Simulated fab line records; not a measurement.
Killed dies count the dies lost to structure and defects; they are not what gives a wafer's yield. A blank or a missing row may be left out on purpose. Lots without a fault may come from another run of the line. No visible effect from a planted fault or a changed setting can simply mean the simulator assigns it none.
8D (eight disciplines) problem report, filled in by code :: flow berkeley_cmos170 :: the parts of the form that need people (team, actions taken, sign-off) are left out

## 1. WHAT IS WRONG
Wafers with no fault read 18.07 s with a standard deviation of 0.089, whereas strip_time_to_endpoint_s at UCB170_ACTIVE_STRIP_16 reads a mean of 17.69 s on 1 wafer of 1 lot. That puts it -4.3 standard deviations away from the usual mean.
The step: strips in O2.
First observed at day 8 04:10: wafer L485.1, on plasma_asher-02. The record has a number at this step for 15 wafers belonging to 5 lots. By rule, "out" or "out of limits" means more than 4 standard deviations away from the usual mean. All remaining wafers that have a number are taken as sound.

## 2. WHAT IT IS, AND WHAT IT ISN'T
question: which readings at this step
is: strip_time_to_endpoint_s
is not: drypump_motor_current_A, oes_product_au

question: which lots
is: L485
is not: L466, L468, L484, L488

question: which wafers of those lots
is: L485.1
is not: L485.4, L485.6

question: read on which tools
is: plasma_asher-02
is not: plasma_asher-03, plasma_asher-04

question: when
is: from day 8 04:10
is not: up to then (11 sound wafers); but 3 sound wafers of L488 came after

## 3. THE SUSPECTS, EACH WITH WHAT RULES IT OUT
Counting: a tool at a process step up to the reading stays a suspect if it ran every lot that is out. Sound lots after the first of them don't rule it out here, since some wafers of a struck lot are sound.
- rie_diel-02 at UCB170_ACTIVE_ETCH_15 (etches Si3N4 in CH3F/Ar/O2, stops on SiO2, target depth 242 nm, time 151 s): kept. It processed L485, the lot that is out, at day 8 04:04, and its most recent sound lot before then was L484 at day 7 22:34.
- plasma_asher-02 at UCB170_ACTIVE_STRIP_16 (strips in O2): kept. It processed L485, the lot that is out, at day 8 04:10, and its most recent sound lot before then was L468 at day 5 11:11. Its own readings are out on those wafers: strip_time_to_endpoint_s.
- The sound lot-mates ran in chamber 2 of rie_diel-02 at UCB170_ACTIVE_ETCH_15, but the wafers that are out ran in chamber 0.
Remaining after the count are rie_diel-02 at UCB170_ACTIVE_ETCH_15 and plasma_asher-02 at UCB170_ACTIVE_STRIP_16.

## 4. THE CAUSE (what the simulator had put in)
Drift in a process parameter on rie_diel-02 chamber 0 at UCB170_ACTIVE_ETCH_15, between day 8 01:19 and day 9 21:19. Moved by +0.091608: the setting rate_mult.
After counting, 2 suspects remain, this tool included.

## 5. SEQUENCE OF EFFECTS, ordered by route
Each row: a reading where the mean over the struck wafers with a number is more than 3 standard deviations away from the usual. Only readings for which the record gives a usual standard deviation are gone through. hours: the time from each lot's start at the first step in this table that gives one to its start at this step, as a median over the lots. sigmas: the change in usual standard deviations.
hours: 0
step: UCB170_ACTIVE_STRIP_16
reading: strip_time_to_endpoint_s
usual: 18.07 s
on struck wafers: 17.69
change: -0.38
sigmas: -4.3
Process steps it contains:
- UCB170_ACTIVE_STRIP_16: strips in O2.
Later measuring or inspecting steps at which every struck wafer that the step has a row for has a number for every such reading, and none has moved that far: UCB170_ACTIVE_CD_MEAS_90, UCB170_PFIELD_OVL_MEAS_06, UCB170_PFIELD_TW_MEAS_09.

## 6. WHAT WOULD HAVE CAUGHT IT SOONER
In this record no reading fell out of limits until day 8 04:10, 3 hours after the fault had begun at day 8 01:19.
No tool reading at UCB170_ACTIVE_ETCH_15 that has a usual standard deviation in the record was out on any struck wafer, so an alarm limit of 4 standard deviations on those readings would not have fired.
Each of the lots that are out, 1 in all, had begun UCB170_ACTIVE_ETCH_15 on rie_diel-02 no later than day 8 04:10. Holding the tool at that point would not have protected any of them.
